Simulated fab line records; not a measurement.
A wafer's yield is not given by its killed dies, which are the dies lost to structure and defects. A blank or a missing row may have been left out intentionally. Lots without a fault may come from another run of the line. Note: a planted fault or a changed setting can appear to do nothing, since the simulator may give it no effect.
Matching of chambers :: flow rit cmos :: wet bench-03 running RIT_GATE_CLEAN_04: 3 sister chambers
The step cleans in dHF, time 60 s. 14 wafers are shown with their chamber, then 7 later ones without.

EACH WAFER AND ITS CHAMBER
wafer: L625.2
chamber: 3
run length s (s): 93

wafer: L625.3
chamber: 3
run length s (s): 93

wafer: L625.6
chamber: 3
run length s (s): 93

wafer: L639.1
chamber: 0
run length s (s): 96

wafer: L639.2
chamber: 0
run length s (s): 96

wafer: L639.3
chamber: 0
run length s (s): 96

wafer: L641.1
chamber: 0
run length s (s): 94

wafer: L641.2
chamber: 0
run length s (s): 94

wafer: L641.5
chamber: 0
run length s (s): 94

wafer: L643.1
chamber: 0
run length s (s): 88

wafer: L643.3
chamber: 0
run length s (s): 88

wafer: L643.6
chamber: 0
run length s (s): 88

wafer: L644.4
chamber: 1
run length s (s): 85

wafer: L644.5
chamber: 1
run length s (s): 85

SIGNATURES (averages over the wafers above)
reading: run length s
chamber 0: 92.67
chamber 1: 85.00
chamber 3: 93.00
scatter within a chamber: 3.07
Rule: a wafer lies at a distance from a chamber equal to the root of the sum of squares, over the readings, of (its reading less the chamber's mean, divided by the reading's scatter). If the next closest chamber is less than 2 further off than the closest, the wafer can't be placed; otherwise it belongs to the closest. The scatter: take each reading less its chamber's mean, square it, sum over the shown wafers, divide by the number of wafers less the number of chambers, and take the root.

WAFERS WITHOUT THEIR CHAMBER
wafer: L644.6
run length s (s): 85

wafer: L646.1
run length s (s): 86

wafer: L646.3
run length s (s): 86

wafer: L646.6
run length s (s): 86

wafer: L648.1
run length s (s): 89

wafer: L648.5
run length s (s): 89

wafer: L648.6
run length s (s): 89

WHICH CHAMBER EACH ONE RAN IN
wafer: L644.6
from the rows above: 1
in truth: 1

wafer: L646.1
from the rows above: can't be placed: 1 or 0 or 3
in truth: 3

wafer: L646.3
from the rows above: can't be placed: 1 or 0 or 3
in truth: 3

wafer: L646.6
from the rows above: can't be placed: 1 or 0 or 3
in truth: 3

wafer: L648.1
from the rows above: can't be placed: 0 or 1 or 3
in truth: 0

wafer: L648.5
from the rows above: can't be placed: 0 or 1 or 3
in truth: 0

wafer: L648.6
from the rows above: can't be placed: 0 or 1 or 3
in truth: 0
Correct placement for 1 of the 7. Cannot be placed on the basis of these rows: 6; the candidates contain the true chamber in 6. Number placed wrongly: 0.
